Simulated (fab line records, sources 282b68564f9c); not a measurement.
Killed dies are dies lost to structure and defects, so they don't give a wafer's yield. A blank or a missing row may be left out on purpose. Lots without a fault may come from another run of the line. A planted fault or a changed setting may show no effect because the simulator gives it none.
A struck lot beside a sound one | flow rit_cmos | 18 steps out of a route of 202
Sound: wafers L434.2, L434.3, L434.4. Struck: wafers L436.2, L436.4, L436.6. The cause comes at the end.
At each step with rows: each side's tool, then ch and its chambers, then its first start. Under that, the readings that differ: sound wafers | struck wafers | difference of the means | sigmas: that difference in standard deviations of wafers without a fault.
alike: readings whose means differ by less than 2 such deviations, and words and numbers that are the same on both sides. not compared: withheld readings, readings that some wafer has no value for, bounds like >300 that may hide the same value, and numbers for which the record gives no deviation and whose values overlap.
The two part at a step that has a row with sigmas, a row that says differs or no value, or rows on one side only. Numbers that don't overlap but have no deviation are shown without sigmas and don't part them. A reading that every wafer of one side lacks parts them only if that side has two wafers or more.

RIT_M1_SPUTTER_00: material Al, target thk 400 nm, time 500 s.
  sound on pvd_sputter-01, day 4 23:04; struck on pvd_sputter-01, day 5 09:38
  alike: throttle_valve_pct
RIT_M1_RS_MEAS_01: measures by four-point-probe.
  sound on film_metro-02, day 4 23:23; struck on film_metro-01, day 5 09:56
  alike: M1_AL_RS
RIT_M1_THK_MEAS_02: measures by xrf.
  sound on film_metro-02, day 4 23:29; struck on film_metro-01, day 5 10:03
  alike: M1_AL_THK
then, 6 steps without rows for these wafers: RIT_M1_HMDS_03 (prime time 60 s); RIT_M1_COAT_04 (resist thk 1300 nm); RIT_M1_SOFTBAKE_05 (time 60 s); RIT_M1_EXPOSE_06 (exposes mask M12, target cd 2600 nm); RIT_M1_PEB_07; RIT_M1_DEVELOP_08 (develop time 68 s).
RIT_M1_CD_MEAS_09: target cd 2600 nm.
  sound on cd_sem-01, day 5 00:26; struck on cd_sem-02, day 5 11:00
  alike: cd_nm
RIT_M1_OVL_MEAS_10:
  sound on overlay-01, day 5 00:33; struck on overlay-02, day 5 11:07
  alike: M1_OVL
then, 1 step without rows for these wafers: RIT_M1_HARDBAKE_11 (time 120 s).
RIT_M1_METAL_ETCH_12: etches Al in Cl2/BCl3, stops on SiO2, time 165 s, target depth 600 nm.
  sound on rie_metal-01 ch 0,1, day 5 00:50; struck on rie_metal-02 ch 0,1, day 5 11:23
  reading                                 | sound             | struck            | difference | sigmas
  drypump_motor_current_A (A)             | 5.1 5.4 5.1       | 6.2 6.0 6.3       | +1.0       | +2
  throttle_valve_pct (%)                  | 8.20 8.44 8.20    | 8.52 8.48 8.52    | +0.23      | +2
  model.NOVOLAK_of_M1_COAT_04.thk_nm (nm) | 805.2 792.6 812.9 | 871.3 873 872.3   | +68.6      |
  model.M1.feature_depth_nm (nm)          | 429.5 434.8 429.6 | 421.3 427.6 426.8 | -6.1       |
  alike: oes_product_au
  not compared: rf_hours_counter_h
then, 1 step without rows for these wafers: RIT_M1_STRIP_13 (strips in nmp, time 600 s).
RIT_M1_STRIP_14: strips in O2, time 180 s.
  sound on plasma_asher-04 ch 0,1, day 5 01:11; struck on plasma_asher-02 ch 0,1, day 5 11:43
  alike: drypump_motor_current_A
  not compared: rf_hours_counter_h
RIT_M1_CD_MEAS_90: target cd 2600 nm.
  sound on cd_sem-02, day 5 01:23; struck on cd_sem-02, day 5 11:55
  reading    | sound                | struck               | difference | sigmas
  cd_nm (nm) | 2602.7 2599.8 2601.4 | 2607.5 2610.1 2607.2 | +7.0       | +3
then, 1 step without rows for these wafers: RIT_M1_ANNEAL_15 (time 1800 s).
RIT_M1_PROBE_99:
  sound on prober-01, day 5 04:25; struck on prober-01, day 5 14:02
  reading                                        | sound                       | struck                      | difference | sigmas
  model.etest.m1_comb_over_steps.leak_log10_a_um | -12.8 -12.75 -12.73         | -11.78 -10.39 -11.36        | +1.58      |
  model.etest.antenna_m1.vt_shift_v (V)          | -0.01107 -0.008314 -0.01227 | -0.005285 0.001798 -0.00386 | +0.008102  |
  alike: defect_limited_yield, killed_at_contacts, killed_at_front_end, killed_dies, killed_open, killed_short

WHERE THEY PART
First at RIT_M1_METAL_ETCH_12; last, within this record, at RIT_M1_CD_MEAS_90. Later steps at which nothing parts them and some readings are alike: RIT_M1_PROBE_99.

WHY: what the simulator had put in
Process parameter drift: rie_metal-02, from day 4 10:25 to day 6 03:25, at RIT_M1_METAL_ETCH_12. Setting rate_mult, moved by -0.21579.
